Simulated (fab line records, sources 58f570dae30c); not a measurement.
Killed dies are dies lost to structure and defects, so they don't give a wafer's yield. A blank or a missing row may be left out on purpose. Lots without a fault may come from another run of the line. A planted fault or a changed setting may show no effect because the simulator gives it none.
Which tool did it? | flow berkeley_cmos170 | 14 lots, 42 wafers sampled, at 4 steps of a route of 331

WHAT THE GAUGES READ, wafer by wafer
UCB170_SDANNEAL_RS_MEAS_02: measures by four-point-probe. Usual: PSD_RS 75.5 ohm/sq, standard deviation 0.31.
lot  | measured     | on            | PSD_RS (ohm/sq) | flag
L511 | day 7 18:44  | film_metro-04 | 75.6 75.4 75.4  |
L510 | day 7 18:52  | film_metro-01 | 75.3 75.6 75.4  |
L513 | day 7 19:28  | film_metro-01 | 75.1 75.2 75.1  |
L512 | day 7 19:37  | film_metro-03 | 75.3 75.5 75.5  |
L516 | day 8 22:57  | film_metro-03 | 73.9 73.9 73.7  | OFF
L515 | day 8 23:50  | film_metro-01 | 73.6 73.7 73.8  | OFF
L526 | day 10 13:11 | film_metro-03 | 75.9 75.5 75.4  |
L527 | day 11 06:36 | film_metro-04 | 74.8 75.1 74.9  |
L528 | day 11 07:14 | film_metro-04 | 75.7 75.8 75.9  |
L529 | day 11 07:36 | film_metro-03 | 75.5 75.5 75.4  |
L531 | day 11 17:53 | film_metro-03 | 75.3 75.5 75.6  |
L530 | day 11 18:28 | film_metro-04 | 75.9 75.7 75.8  |
L533 | day 12 07:59 | film_metro-01 | 75.3 75.4 75.6  |
L532 | day 12 08:17 | film_metro-04 | 76.1 76.5 76.3  |

UCB170_SDANNEAL_RS_MEAS_03: measures by four-point-probe. Usual: NSD_RS 37.26 ohm/sq, standard deviation 0.087.
lot  | measured     | on            | NSD_RS (ohm/sq)   | flag
L511 | day 7 18:52  | film_metro-04 | 37.27 37.32 37.36 |
L510 | day 7 18:59  | film_metro-01 | 37.20 37.18 37.25 |
L513 | day 7 19:35  | film_metro-01 | 37.12 37.14 37.31 |
L512 | day 7 19:44  | film_metro-03 | 37.30 37.28 37.34 |
L516 | day 8 23:04  | film_metro-03 | 37.00 36.94 37.08 |
L515 | day 8 23:58  | film_metro-01 | 36.99 36.92 36.97 | OFF
L526 | day 10 13:19 | film_metro-03 | 37.44 37.33 37.30 |
L527 | day 11 06:43 | film_metro-04 | 37.20 37.24 37.17 |
L528 | day 11 07:21 | film_metro-04 | 37.28 37.38 37.28 |
L529 | day 11 07:43 | film_metro-03 | 37.18 37.17 37.27 |
L531 | day 11 18:01 | film_metro-03 | 37.33 37.26 37.24 |
L530 | day 11 18:35 | film_metro-04 | 37.30 37.39 37.46 |
L533 | day 12 08:06 | film_metro-01 | 37.21 37.15 37.28 |
L532 | day 12 08:25 | film_metro-04 | 37.32 37.39 37.31 |

WHICH TOOL RAN EACH LOT (tool, then ch and the chambers of the sampled wafers, then the start)
lot  | UCB170_BACKSIDE_STRIP_03             | UCB170_SDANNEAL_RTA_01
L511 | plasma_asher-01 ch 0,1, day 7 17:59  | rtp_anneal-01 ch 0, day 7 18:40
L510 | plasma_asher-03 ch 1, day 7 18:04    | rtp_anneal-02 ch 0, day 7 18:45
L513 | plasma_asher-03 ch 0,1, day 7 18:26  | rtp_anneal-01 ch 0, day 7 19:25
L512 | plasma_asher-03 ch 0,1, day 7 18:53  | rtp_anneal-02 ch 0, day 7 19:30
L516 | plasma_asher-02 ch 0,1, day 8 22:10  | rtp_anneal-01 ch 0, day 8 22:53
L515 | plasma_asher-01 ch 0,1, day 8 23:20  | rtp_anneal-01 ch 0, day 8 23:47
L526 | plasma_asher-03 ch 0,1, day 10 12:47 | rtp_anneal-02 ch 0, day 10 13:08
L527 | plasma_asher-02 ch 0,1, day 11 06:03 | rtp_anneal-01 ch 0, day 11 06:31
L528 | plasma_asher-03 ch 0,1, day 11 06:41 | rtp_anneal-02 ch 0, day 11 07:07
L529 | plasma_asher-01 ch 0,1, day 11 07:04 | rtp_anneal-02 ch 0, day 11 07:29
L531 | plasma_asher-02 ch 0,1, day 11 17:29 | rtp_anneal-02 ch 0, day 11 17:50
L530 | plasma_asher-03 ch 0,1, day 11 17:56 | rtp_anneal-01 ch 0, day 11 18:22
L533 | plasma_asher-01 ch 0,1, day 12 07:35 | rtp_anneal-02 ch 0, day 12 07:55
L532 | plasma_asher-03 ch 0,1, day 12 07:51 | rtp_anneal-01 ch 0, day 12 08:12
- UCB170_BACKSIDE_STRIP_03: strips in O2.
- UCB170_SDANNEAL_RTA_01: time 5 s.

WHAT THE TOOLS THEMSELVES READ (means of the sampled wafers that have a number; where no wafer has one, the mark that the record gives instead)
UCB170_BACKSIDE_STRIP_03. Usual: drypump_motor_current_A 5.4 A, standard deviation 0.48; oes_product_au 0.734 a.u., standard deviation 0.0044; strip_time_to_endpoint_s 21.97 s, standard deviation 0.059.
lot  | tool            | drypump_motor_current_A (A) | oes_product_au (a.u.) | strip_time_to_endpoint_s (s) | flag
L511 | plasma_asher-01 | 5.0                         | 0.733                 | 21.97                        |
L510 | plasma_asher-03 | 6.1                         | 0.739                 | 22.02                        |
L513 | plasma_asher-03 | 5.4                         | 0.732                 | 21.97                        |
L512 | plasma_asher-03 | 5.4                         | 0.733                 | 22.02                        |
L516 | plasma_asher-02 | 5.6                         | 0.733                 | 21.95                        |
L515 | plasma_asher-01 | 5.3                         | 0.731                 | 21.93                        |
L526 | plasma_asher-03 | 5.4                         | 0.737                 | 21.98                        |
L527 | plasma_asher-02 | 5.3                         | 0.738                 | 22.00                        |
L528 | plasma_asher-03 | 5.7                         | 0.738                 | 22.05                        |
L529 | plasma_asher-01 | 5.3                         | 0.739                 | 21.82                        |
L531 | plasma_asher-02 | 5.6                         | 0.736                 | 21.96                        |
L530 | plasma_asher-03 | 5.4                         | 0.736                 | 21.96                        |
L533 | plasma_asher-01 | 5.0                         | 0.733                 | 22.05                        |
L532 | plasma_asher-03 | 5.4                         | 0.733                 | 21.98                        |

UCB170_SDANNEAL_RTA_01. Usual: anneal_temp_c_max 1056.1, standard deviation 2.2; lamp_power_pct 36.3 %, standard deviation 2.7; wafer_temp_C_max 1057.3, standard deviation 1.7.
lot  | tool          | anneal_temp_c_max | lamp_power_pct (%) | wafer_temp_C_max | flag
L511 | rtp_anneal-01 | 1053.7            | 33.8               | 1058.2           |
L510 | rtp_anneal-02 | 1058.8            | 39.3               | 1058.3           |
L513 | rtp_anneal-01 | 1053.9            | 33.8               | 1056.1           |
L512 | rtp_anneal-02 | 1057.1            | 39.3               | 1058.3           |
L516 | rtp_anneal-01 | 1054.0            | 33.8               | 1055.1           |
L515 | rtp_anneal-01 | 1054.5            | 33.8               | 1056.4           |
L526 | rtp_anneal-02 | 1058.4            | 39.3               | 1057.8           |
L527 | rtp_anneal-01 | 1055.0            | 33.8               | 1056.0           |
L528 | rtp_anneal-02 | 1057.1            | 39.3               | 1057.7           |
L529 | rtp_anneal-02 | 1058.7            | 39.3               | 1057.7           |
L531 | rtp_anneal-02 | 1057.6            | 39.3               | 1059.5           |
L530 | rtp_anneal-01 | 1054.7            | 33.8               | 1057.6           |
L533 | rtp_anneal-02 | 1058.2            | 39.3               | 1059.4           |
L532 | rtp_anneal-01 | 1054.3            | 33.9               | 1056.3           |

THE ANSWER, worked out from the rows above alone
Rule: a lot is off if the mean of its wafers that have a number lies more than 3 standard deviations from the usual mean. A lot without any number at a reading at which 4 lots or more have one is off too. The other lots that the step has rows for count as sound. The gauges are gone through in route order, then the tools' own readings, and for those a lot's mean is taken as printed above. The first step at which some lot is off is used, and at that step the reading that is off furthest; a lot without a number counts as furthest.
Off: L516, L515, at UCB170_SDANNEAL_RS_MEAS_02 (PSD_RS).
A tool fits if, at a process step before that reading, it ran every lot that is off, and no sound lot after the first of them. The gauges at UCB170_SDANNEAL_RS_MEAS_02 are tried like those tools. None of those tried fits.

WHAT THE SIMULATOR HAD PUT IN
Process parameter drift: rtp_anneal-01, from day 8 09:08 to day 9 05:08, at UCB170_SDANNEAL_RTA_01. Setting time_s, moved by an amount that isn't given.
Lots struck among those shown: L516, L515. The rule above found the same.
